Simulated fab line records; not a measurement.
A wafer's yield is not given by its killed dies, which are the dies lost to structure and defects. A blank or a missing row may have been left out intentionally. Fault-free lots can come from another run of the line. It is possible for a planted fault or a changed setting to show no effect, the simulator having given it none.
Which of the tools did it? || flow berkeleyCmos170 || 6 lots with 18 wafers sampled at 2 steps, on a route of 331 steps

== WHAT THE GAUGES SHOWED, per wafer ==
UCB170_SILICIDE_RS_MEAS_02: a four-point-probe measurement.
{"lot": "L514", "measured": "day 7 06:57", "on": "filmMetro-04", "SILICIDE_TI_RS (ohm/sq)": "25.57 25.43 25.38"}
{"lot": "L518", "measured": "day 7 18:17", "on": "filmMetro-04", "SILICIDE_TI_RS (ohm/sq)": "25.22 25.45 25.37"}
{"lot": "L521", "measured": "day 8 11:00", "on": "filmMetro-03", "SILICIDE_TI_RS (ohm/sq)": "24.88 24.85 54.34"}
{"lot": "L527", "measured": "day 9 19:47", "on": "filmMetro-03", "SILICIDE_TI_RS (ohm/sq)": "25.16 25.37 25.10"}
{"lot": "L530", "measured": "day 10 12:48", "on": "filmMetro-01", "SILICIDE_TI_RS (ohm/sq)": "25.15 25.00 25.26"}
{"lot": "L534", "measured": "day 10 21:28", "on": "filmMetro-01", "SILICIDE_TI_RS (ohm/sq)": "25.29 25.09 25.01"}

== EACH LOT AND THE TOOL THAT RAN IT (in order: tool; ch and the chambers of the sampled wafers; start) ==
{"lot": "L514", "UCB170_SILICIDE_SPUTTER_01": "pvdSputter-04, day 7 06:55"}
{"lot": "L518", "UCB170_SILICIDE_SPUTTER_01": "pvdSputter-04, day 7 18:13"}
{"lot": "L521", "UCB170_SILICIDE_SPUTTER_01": "pvdSputter-04, day 8 10:57"}
{"lot": "L527", "UCB170_SILICIDE_SPUTTER_01": "pvdSputter-02, day 9 19:46"}
{"lot": "L530", "UCB170_SILICIDE_SPUTTER_01": "pvdSputter-02, day 10 12:43"}
{"lot": "L534", "UCB170_SILICIDE_SPUTTER_01": "pvdSputter-01, day 10 21:26"}
- UCB170_SILICIDE_SPUTTER_01: material Ti, target thk 30 nm, time 25.64 s.

== THE ANSWER, worked out from the rows above alone ==
Rule: the usual values come from the lots themselves. The widest of any qualifying gaps counts: lots, ordered by their means at a reading, are off when they make up no more than a third of the lots, leave a main group of 4 or more, and stand apart from it by 3 or more times the standard deviation of that group's means. The tables above print the reading to a certain number of digits; a main group whose means all agree to those digits is not used. A lot without any number at a reading at which 4 lots or more have one is off too. Any other lot the step has rows for is counted as sound.
Off: at UCB170_SILICIDE_RS_MEAS_02 (SILICIDE_TI_RS), L521. Main group: mean 25.26 ohm/sq, sd 0.13.
A tool fits if, at a process step before that reading, it ran every lot that is off, and no sound lot after the first of them. The gauges at UCB170_SILICIDE_RS_MEAS_02 are tried like those tools. One candidate fits, namely pvdSputter-04 at UCB170_SILICIDE_SPUTTER_01. Its last sound lot is L518 (day 7 18:13), its first lot that is off L521 (day 8 10:57): a fault that began between those two fits.

== WHAT THE SIMULATOR HAD INSERTED ==
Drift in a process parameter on pvdSputter-04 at UCB170_SILICIDE_SPUTTER_01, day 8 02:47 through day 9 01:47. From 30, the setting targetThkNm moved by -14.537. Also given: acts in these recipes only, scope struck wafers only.
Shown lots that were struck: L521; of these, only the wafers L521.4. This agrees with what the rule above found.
